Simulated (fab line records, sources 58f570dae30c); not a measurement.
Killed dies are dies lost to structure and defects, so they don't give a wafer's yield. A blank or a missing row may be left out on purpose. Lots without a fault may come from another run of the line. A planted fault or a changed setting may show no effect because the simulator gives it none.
Split-lot experiment | flow berkeley_cmos170 | 5 lots, 23 wafers read, on a route of 331 steps

THE SPLIT
At UCB170_PFIELD_COAT_01 (resist thk 900 nm), the setting resist_thk_nm was moved away from the recipe's 900 nm on 6 of the 23 wafers read, by -5.7% to -3.9%. The other wafers ran this setting at the recipe's value.

The reading is taken at the split's own step.

THE READING
KrF_of_PFIELD_COAT_01.thk_nm (the simulator's own value, which no gauge read), in nm, at UCB170_PFIELD_COAT_01 (resist thk 900 nm). The file gives no usual value for it. The 17 wafers here that ran the recipe average 900.8 nm, standard deviation 2.2 nm.

wafer  | tool, chamber at the split | resist_thk_nm as run, nm | against the recipe | KrF_of_PFIELD_COAT_01.thk_nm, nm | against lot-mates on the recipe
L074.1 | litho_track-03, 0          | 900                      | recipe             | 902.7                            | -
L074.3 | litho_track-03, 0          | 900                      | recipe             | 901.8                            | -
L074.4 | litho_track-03, 0          | 900                      | recipe             | 901.6                            | -
L075.1 | litho_track-01, 0          | 900                      | recipe             | 903.8                            | -
L075.2 | litho_track-01, 0          | 900                      | recipe             | 902.6                            | -
L075.3 | litho_track-01, 0          | 900                      | recipe             | 903.4                            | -
L075.4 | litho_track-01, 0          | 900                      | recipe             | 903.3                            | -
L075.6 | litho_track-01, 0          | 900                      | recipe             | 903.3                            | -
L079.1 | litho_track-03, 0          | 900                      | recipe             | 900.8                            | -
L079.2 | litho_track-03, 0          | 900                      | recipe             | 900.1                            | -
L079.3 | litho_track-03, 0          | 859.8                    | -4.5%              | 862.6                            | -37.6
L079.4 | litho_track-03, 0          | 859.8                    | -4.5%              | 860.8                            | -39.4
L079.5 | litho_track-03, 0          | 900                      | recipe             | 899.7                            | -
L081.1 | litho_track-01, 0          | 848.4                    | -5.7%              | 848.6                            | -50.1
L081.2 | litho_track-01, 0          | 848.4                    | -5.7%              | 845.1                            | -53.6
L081.3 | litho_track-01, 0          | 900                      | recipe             | 900.8                            | -
L081.5 | litho_track-01, 0          | 900                      | recipe             | 898.2                            | -
L081.6 | litho_track-01, 0          | 900                      | recipe             | 897.2                            | -
L083.1 | litho_track-04, 0          | 900                      | recipe             | 898.1                            | -
L083.2 | litho_track-04, 0          | 864.6                    | -3.9%              | 864.9                            | -33.3
L083.3 | litho_track-04, 0          | 900                      | recipe             | 899.3                            | -
L083.5 | litho_track-04, 0          | 864.6                    | -3.9%              | 863.2                            | -35.0
L083.6 | litho_track-04, 0          | 900                      | recipe             | 897.3                            | -

THE FIT
A straight line over all 23 wafers: KrF_of_PFIELD_COAT_01.thk_nm changes by +9.21 nm for each +1% of resist_thk_nm; r = +0.99; the points scatter about the line by 2.2 nm.
The same after taking each lot's own level away (the mean of its wafers on the recipe; 23 wafers): +8.85 nm for each +1%; r = +1.00; scatter 1.1 nm.
On that fit, the largest move of resist_thk_nm shifts the reading by 51 nm.
The lots' own levels span 898.23 to 903.28 nm, that is 2.3 times the standard deviation above.
So the lot-to-lot level changes the slope little: the two slopes agree.
Check: with one of the wafers moved furthest among these (-5.7%) left out of the fit, the line predicts -50.9 nm for it against its lot-mates. It came out at -50.1 nm against them.

OTHER SPLITS ON THESE WAFERS
These wafers also went through other splits before the reading. Each is held against what the fit with the lots' levels taken away leaves over:
other split on the same wafers      | wafers away from the commonest value | r with KrF_of_PFIELD_COAT_01.thk_nm (lot level and that fit taken away)
UCB170_START_OXIDATION_02 temp_c    | 10                                   | +0.27
UCB170_NWELL_CVD_04 pressure_mtorr  | 18                                   | +0.09
UCB170_PWELL_ETCH_14 time_s         | 6                                    | +0.20
UCB170_PWELL_IMPLANT_15 tilt_deg    | 10                                   | -0.05
UCB170_ACTIVE_COAT_08 resist_thk_nm | 5                                    | +0.14
UCB170_ACTIVE_STRIP_16 power_w      | 9                                    | +0.04

THE WHOLE CHAIN: every reading that the file lists as answering this split, in the file's order
step                   | what it does      | reading                                                                       | change (the file's fit)              | r (the file's)
UCB170_PFIELD_COAT_01  | resist thk 900 nm | KrF_of_PFIELD_COAT_01.thk_nm (the simulator's own value, which no gauge read) | +8.84 nm for each +1% of the setting | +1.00
UCB170_PFIELD_STRIP_08 | strips in O2      | strip_time_to_endpoint_s                                                      | withheld for each +1% of the setting | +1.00

THE FILE'S OWN FIT
KrF_of_PFIELD_COAT_01.thk_nm changes by +8.84 nm for each +1% of resist_thk_nm, r = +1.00.
